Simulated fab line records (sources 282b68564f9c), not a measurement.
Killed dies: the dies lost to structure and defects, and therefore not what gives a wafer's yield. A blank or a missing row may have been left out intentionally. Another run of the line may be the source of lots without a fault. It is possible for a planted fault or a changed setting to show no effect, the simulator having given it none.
Which tool is to blame? | flow rit_cmos | Sampling: 6 lots, 18 wafers, 2 of 202 route steps

## WHAT EACH GAUGE READ, for each wafer
RIT_ACTIVE_THK_MEAS_04.
lot  | measured    | on            | ACTIVE_NITRIDE_THK (nm)
L320 | day 1 23:33 | film_metro-01 | 151.0 150.6 149.7
L323 | day 2 14:32 | film_metro-01 | 149.1 150.3 152.0
L325 | day 3 00:32 | film_metro-01 | 147.2 148.2 145.5
L328 | day 3 15:32 | film_metro-02 | 147.3 147.6 146.5
L330 | day 4 02:07 | film_metro-02 | 147.8 148.1 149.4
L333 | day 4 16:33 | film_metro-01 | 163.3 178.8 186.9

## WHAT TOOL EACH LOT RAN ON (gives the tool, then ch and the chambers of the sampled wafers, and finally the start)
lot  | RIT_ACTIVE_CVD_03
L320 | lpcvd-01 ch 1, day 1 22:07
L323 | lpcvd-02 ch 0, day 2 13:07
L325 | lpcvd-02 ch 0, day 2 23:07
L328 | lpcvd-02 ch 0, day 3 14:07
L330 | lpcvd-02 ch 0, day 4 00:41
L333 | lpcvd-01 ch 0, day 4 15:07
- RIT_ACTIVE_CVD_03: deposits Si3N4 from SiH2Cl2/NH3, target thk 150 nm, time 1500 s.

## THE ANSWER, worked out from the rows above alone
Rule: the usual values come from the lots themselves. The widest of any qualifying gaps counts: lots, ordered by their means at a reading, are off when they make up no more than a third of the lots, leave a main group of 4 or more, and stand apart from it by 3 or more times the standard deviation of that group's means. A main group whose means are all the same, to the digits that the tables above print for the reading, isn't used. A lot without any number at a reading at which 4 lots or more have one is off too. The other lots that the step has rows for count as sound.
Off: L333, at RIT_ACTIVE_THK_MEAS_04 (ACTIVE_NITRIDE_THK). Mean 148.7 nm and standard deviation 1.5 in the main group.
If a tool, at a process step before that reading, ran all the lots that are off and no sound lot after the first of them, it fits. The gauges at RIT_ACTIVE_THK_MEAS_04 are tried like those tools. Can't be told from this: 2 tools fit, lpcvd-01 at RIT_ACTIVE_CVD_03, film_metro-01 at RIT_ACTIVE_THK_MEAS_04.

## WHAT THE SIMULATOR PUT IN
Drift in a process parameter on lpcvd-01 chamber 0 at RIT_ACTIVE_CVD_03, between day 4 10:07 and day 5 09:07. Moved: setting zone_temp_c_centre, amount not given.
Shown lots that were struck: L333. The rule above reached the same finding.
